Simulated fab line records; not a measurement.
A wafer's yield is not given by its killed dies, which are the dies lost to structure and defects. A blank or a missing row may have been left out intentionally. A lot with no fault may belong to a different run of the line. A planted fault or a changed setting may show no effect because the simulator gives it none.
fab line records | flow rit-cmos | part 2 of 2: steps 25 to 32 of 32
record lots=5 | wafers=15 | last-day=7
route steps=202 shown ACTIVE@11 FOX1@20 FOX2@23 NWELL@28 PWELL@39
lots untouched by any fault: they come from a run of this same line in which no faults occurred
start-h: hours from the record's opening day to when the first of the lot's shown wafers began | wait-h: time in hours since the lot's previous step | " repeats the value in the row above | L1.1+2: several wafers, shown together as one row | - value missing, or start not given | * or withheld: withheld | < > ~ a bound
route shown NAME@n: names a module that has steps shown in the file, with the first one's number in the route | usual: average and standard deviation across the fault-free wafers | same: alike in all rows | chamber/n: place in a boat | sites: each site's reading | _std_site: the standard deviation of these | _edge_site: the outer-site mean with the inner-site mean subtracted | radius-mm: for every site, how far away it sits from the centre of the wafer | mask NAME#n: copy n | behind: the tool/chamber that last shaped the wafer | hold: reason for holding the lot/hours on hold/outcome of the hold | device: which transistor (n, p or np) failed to switch | end of line: the same wafers' tests at the end of the route | for a step that has no rows: nothing shown but its recipe | killed: dies lost to structure and defects at the first sort, not the wafer's yield | map: dies across one wafer; x = killed, . = not, _ = none there
set.NAME: the setting the step ran with; set.NAME@STEP: the setting that earlier step ran with | model.NAME: the simulator's own value behind a step, which no gauge read
lots at some steps of the route; a table a step, a row a wafer
services: when a tool's chamber went out of use (start-h, in hours from the record's first day, below 0 if earlier), for how many hours, and the reason
## steps
# step RIT_NWELL_HARDBAKE_07
# recipe resist=NOVOLAK | temp-c=140 | time-s=120
# usual chill-plate-temp-C=23.03/0.092 | resist-line-temp-C=23.04/0.11
lot.wafer | tool           | chamber | start-h | wait-h | chill-plate-temp-C | resist-line-temp-C
L084.2    | litho-track-03 | 0       | 71.50   | 0.1    | 22.98              | 23.19
L084.3    | "              | 0       | "       | "      | 23.09              | 22.99
L084.4    | "              | 0       | "       | "      | 23.01              | 23.07
L090.3    | litho-track-02 | 0       | 101.63  | 0.1    | 22.98              | 23.00
L090.4    | "              | 0       | "       | "      | 23.08              | 23.28
L090.6    | "              | 0       | "       | "      | 23.06              | 23.13
L091.1    | litho-track-03 | 0       | 105.48  | 0.0    | 22.99              | 23.08
L091.4    | "              | 0       | "       | "      | 22.98              | 23.33
L091.6    | "              | 0       | "       | "      | 22.96              | 23.07
L093.1    | litho-track-04 | 0       | 115.96  | 0.0    | 23.17              | 23.03
L093.3    | "              | 0       | "       | "      | 23.14              | 23.04
L093.4    | "              | 0       | "       | "      | 23.00              | 22.97
L097.1    | litho-track-03 | 0       | 135.62  | 0.0    | 22.83              | 22.93
L097.2    | "              | 0       | "       | "      | 23.07              | 22.92
L097.4    | "              | 0       | "       | "      | 22.93              | 23.05
# step RIT_NWELL_IMPLANT_08
# recipe species=P | energy-kev=170 | dose-cm2=5e+13 | tilt-deg=7
# usual beam-energy-keV=169.99/0.045 | beam-on-s=10.01/0.21
lot.wafer | tool         | chamber | start-h | wait-h | beam-energy-keV | beam-on-s
L084.2    | implanter-04 | 0       | 71.73   | 0.2    | 169.94          | 9.84
L084.3    | "            | 0       | "       | "      | 169.96          | 10.21
L084.4    | "            | 0       | "       | "      | 170.07          | 10.02
L090.3    | implanter-04 | 0       | 101.85  | 0.2    | 170.05          | 10.07
L090.4    | "            | 0       | "       | "      | 170.04          | 10.37
L090.6    | "            | 0       | "       | "      | 169.97          | 9.93
L091.1    | implanter-04 | 0       | 105.73  | 0.2    | 169.99          | 10.05
L091.4    | "            | 0       | "       | "      | 170.05          | 10.19
L091.6    | "            | 0       | "       | "      | 169.94          | 10.13
L093.1    | implanter-04 | 0       | 116.21  | 0.2    | 169.99          | 10.06
L093.3    | "            | 0       | "       | "      | 169.98          | 10.22
L093.4    | "            | 0       | "       | "      | 169.98          | 9.79
L097.1    | implanter-02 | 0       | 135.87  | 0.2    | 169.91          | 10.08
L097.2    | "            | 0       | "       | "      | 169.94          | 10.19
L097.4    | "            | 0       | "       | "      | 169.96          | 10.50
# step RIT_NWELL_STRIP_09
# recipe chemistry=O2 | time-s=180 | resist=NOVOLAK | platen-temp-c=withheld | power-w=500 | pressure-mtorr=4000 | o2-flow-sccm=4000
# usual chamber-pressure-mTorr=4000/3.5 | drypump-motor-current-A=5.71/0.26
lot.wafer | tool            | chamber | start-h | wait-h | chamber-pressure-mTorr | drypump-motor-current-A | rf-hours-counter-h
L084.2    | plasma-asher-02 | 1       | 71.86   | 0.1    | 4006                   | 5.92                    | 30
L084.3    | "               | 0       | "       | "      | 4004                   | 5.30                    | -
L084.4    | "               | 1       | "       | "      | 3997                   | 5.90                    | -
L090.3    | plasma-asher-04 | 0       | 102.01  | 0.1    | 3999                   | 5.99                    | -
L090.4    | "               | 1       | "       | "      | 3994                   | 5.67                    | -
L090.6    | "               | 1       | "       | "      | 4006                   | 5.64                    | -
L091.1    | plasma-asher-02 | 1       | 105.88  | 0.1    | 4005                   | 5.91                    | 33
L091.4    | "               | 1       | "       | "      | 3999                   | 5.91                    | -
L091.6    | "               | 1       | "       | "      | 4001                   | 5.90                    | -
L093.1    | plasma-asher-02 | 1       | 116.36  | 0.1    | 4005                   | 5.89                    | 35
L093.3    | "               | 1       | "       | "      | 3998                   | 5.89                    | -
L093.4    | "               | 0       | "       | "      | 4003                   | 5.31                    | -
L097.1    | plasma-asher-04 | 0       | 136.02  | 0.1    | 4003                   | 6.00                    | 2
L097.2    | "               | 1       | "       | "      | 3997                   | 5.65                    | 2
L097.4    | "               | 0       | "       | "      | 4003                   | 6.01                    | -
# step RIT_NWELL_TW_MEAS_10
# usual NWELL_TW=2137/23
lot.wafer | tool          | chamber | start-h | wait-h | NWELL_TW
L084.2    | film-metro-01 | -       | 72.04   | 0.1    | 2164
L084.3    | "             | -       | "       | "      | 2162
L084.4    | "             | -       | "       | "      | 2158
L090.3    | film-metro-01 | -       | 102.14  | 0.1    | 2167
L090.4    | "             | -       | "       | "      | 2155
L090.6    | "             | -       | "       | "      | 2165
L091.1    | film-metro-02 | -       | 106.06  | 0.1    | 2117
L091.4    | "             | -       | "       | "      | 2141
L091.6    | "             | -       | "       | "      | 2140
L093.1    | film-metro-01 | -       | 116.54  | 0.1    | 2151
L093.3    | "             | -       | "       | "      | 2173
L093.4    | "             | -       | "       | "      | 2168
L097.1    | film-metro-01 | -       | 136.19  | 0.1    | 2165
L097.2    | "             | -       | "       | "      | 2171
L097.4    | "             | -       | "       | "      | 2166
# step RIT_PWELL_HMDS_00
# recipe prime-time-s=60 | prime-temp-c=140
# usual chill-plate-temp-C=22.98/0.096 | prime-temp-c=140.01/0.15 | resist-line-temp-C=23.02/0.11
lot.wafer | tool           | chamber | start-h | wait-h | chill-plate-temp-C | prime-temp-c | resist-line-temp-C
L084.2    | litho-track-01 | 0       | 72.12   | 0.1    | 22.98              | 139.83       | 22.92
L084.3    | "              | 0       | "       | "      | 22.92              | 139.83       | 23.02
L084.4    | "              | 0       | "       | "      | 23.11              | 140.11       | 22.95
L090.3    | litho-track-03 | 0       | 102.23  | 0.1    | 22.93              | 140.03       | 22.87
L090.4    | "              | 0       | "       | "      | 22.80              | 139.97       | 23.11
L090.6    | "              | 0       | "       | "      | 23.02              | 140.16       | 23.13
L091.1    | litho-track-02 | 0       | 106.12  | 0.1    | 22.99              | 140.01       | 23.08
L091.4    | "              | 0       | "       | "      | 22.99              | 140.17       | 23.01
L091.6    | "              | 0       | "       | "      | 23.01              | 140.05       | 23.15
L093.1    | litho-track-03 | 0       | 116.60  | 0.1    | 23.11              | 139.98       | 22.92
L093.3    | "              | 0       | "       | "      | 23.20              | 140.01       | 23.02
L093.4    | "              | 0       | "       | "      | 23.11              | 139.90       | 23.10
L097.1    | litho-track-03 | 0       | 136.25  | 0.1    | 23.06              | 140.26       | 23.02
L097.2    | "              | 0       | "       | "      | 23.00              | 140.30       | 23.13
L097.4    | "              | 0       | "       | "      | 22.98              | 140.31       | 22.80
# step RIT_PWELL_COAT_01
# recipe resist=NOVOLAK | spin-rpm=2000 | resist-thk-nm=1300
# usual chill-plate-temp-C=23.01/0.11 | resist-line-temp-C=23.00/0.11
lot.wafer | tool           | chamber | start-h | wait-h | chill-plate-temp-C | resist-line-temp-C
L084.2    | litho-track-01 | 0       | 72.27   | 0.1    | 23.04              | 23.02
L084.3    | "              | 0       | "       | "      | 23.11              | 23.03
L084.4    | "              | 0       | "       | "      | 22.99              | 23.02
L090.3    | litho-track-03 | 0       | 102.38  | 0.1    | 22.97              | 22.96
L090.4    | "              | 0       | "       | "      | 23.10              | 22.98
L090.6    | "              | 0       | "       | "      | 22.88              | 22.90
L091.1    | litho-track-02 | 0       | 106.27  | 0.1    | 22.99              | 23.01
L091.4    | "              | 0       | "       | "      | 23.17              | 23.00
L091.6    | "              | 0       | "       | "      | 23.11              | 22.90
L093.1    | litho-track-03 | 0       | 116.75  | 0.1    | 23.01              | 22.84
L093.3    | "              | 0       | "       | "      | 22.82              | 22.98
L093.4    | "              | 0       | "       | "      | 23.17              | 23.02
L097.1    | litho-track-03 | 0       | 136.40  | 0.1    | 22.99              | 23.07
L097.2    | "              | 0       | "       | "      | 22.86              | 23.15
L097.4    | "              | 0       | "       | "      | 22.99              | 23.14
# step RIT_PWELL_SOFTBAKE_02
# recipe resist=NOVOLAK | temp-c=90 | time-s=60
# usual chill-plate-temp-C=23.00/0.1 | resist-line-temp-C=23.03/0.11
lot.wafer | tool           | chamber | start-h | wait-h | chill-plate-temp-C | resist-line-temp-C
L084.2    | litho-track-01 | 0       | 72.42   | 0.1    | 22.90              | 23.07
L084.3    | "              | 0       | "       | "      | 22.96              | 23.11
L084.4    | "              | 0       | "       | "      | 23.03              | 23.16
L090.3    | litho-track-03 | 0       | 102.53  | 0.1    | 23.14              | 22.91
L090.4    | "              | 0       | "       | "      | 23.10              | 23.14
L090.6    | "              | 0       | "       | "      | 23.12              | 22.98
L091.1    | litho-track-02 | 0       | 106.42  | 0.1    | 22.89              | 23.01
L091.4    | "              | 0       | "       | "      | 22.86              | 23.13
L091.6    | "              | 0       | "       | "      | 22.87              | 23.08
L093.1    | litho-track-03 | 0       | 116.90  | 0.1    | 22.91              | 23.02
L093.3    | "              | 0       | "       | "      | 23.09              | 23.02
L093.4    | "              | 0       | "       | "      | 22.90              | 23.21
L097.1    | litho-track-03 | 0       | 136.55  | 0.1    | 23.01              | 22.99
L097.2    | "              | 0       | "       | "      | 22.93              | 23.10
L097.4    | "              | 0       | "       | "      | 23.15              | 23.01
# step RIT_PWELL_EXPOSE_03
# recipe mask-id=M3 | na=0.57 | target-cd-nm=43700 | dose-mj=250
# usual stage-vel-mm-s=500.00/0.26
lot.wafer | tool             | chamber | start-h | wait-h | mask | stage-vel-mm-s
L084.2    | iline-stepper-02 | 0       | 72.56   | 0.1    | M3#0 | 500.11
L084.3    | "                | 0       | "       | "      | M3#0 | 500.14
L084.4    | "                | 0       | "       | "      | M3#0 | 499.80
L090.3    | iline-stepper-01 | 0       | 102.67  | 0.1    | M3#0 | 499.59
L090.4    | "                | 0       | "       | "      | M3#0 | 499.71
L090.6    | "                | 0       | "       | "      | M3#0 | 499.90
L091.1    | iline-stepper-01 | 0       | 106.57  | 0.1    | M3#0 | 499.75
L091.4    | "                | 0       | "       | "      | M3#0 | 499.57
L091.6    | "                | 0       | "       | "      | M3#0 | 499.57
L093.1    | iline-stepper-01 | 0       | 117.05  | 0.1    | M3#0 | 500.03
L093.3    | "                | 0       | "       | "      | M3#0 | 499.98
L093.4    | "                | 0       | "       | "      | M3#0 | 499.86
L097.1    | iline-stepper-01 | 0       | 136.70  | 0.1    | M3#0 | 499.75
L097.2    | "                | 0       | "       | "      | M3#0 | 499.92
L097.4    | "                | 0       | "       | "      | M3#0 | 499.80
## services
tool             | chamber | start-h | hours | kind
implanter-04     | -       | 55.40   | 3.4   | repair
iline-stepper-02 | -       | 55.50   | 4.3   | pm
iline-stepper-01 | -       | 65.97   | 1.7   | pm
furnace-01       | -       | 69.48   | 5.4   | pm
furnace-01       | -       | 77.43   | 2.6   | pm
furnace-04       | -       | 89.40   | 4.7   | pm
implanter-02     | -       | 89.50   | 4.2   | repair
implanter-02     | -       | 95.65   | 1.6   | repair
implanter-02     | -       | 104.03  | 2.6   | repair
plasma-asher-04  | -       | 108.75  | 9.0   | pm
plasma-asher-04  | 0       | 108.75  | 9.0   | vent-cycle
plasma-asher-04  | 1       | 108.75  | 9.0   | vent-cycle
furnace-04       | -       | 109.16  | 3.2   | pm
plasma-asher-01  | -       | 111.34  | 10.6  | repair
plasma-asher-04  | 0       | 117.75  | -     | clean
plasma-asher-04  | 1       | 117.75  | -     | clean
plasma-asher-01  | -       | 123.88  | 14.6  | pm
implanter-04     | -       | 125.25  | 3.1   | repair
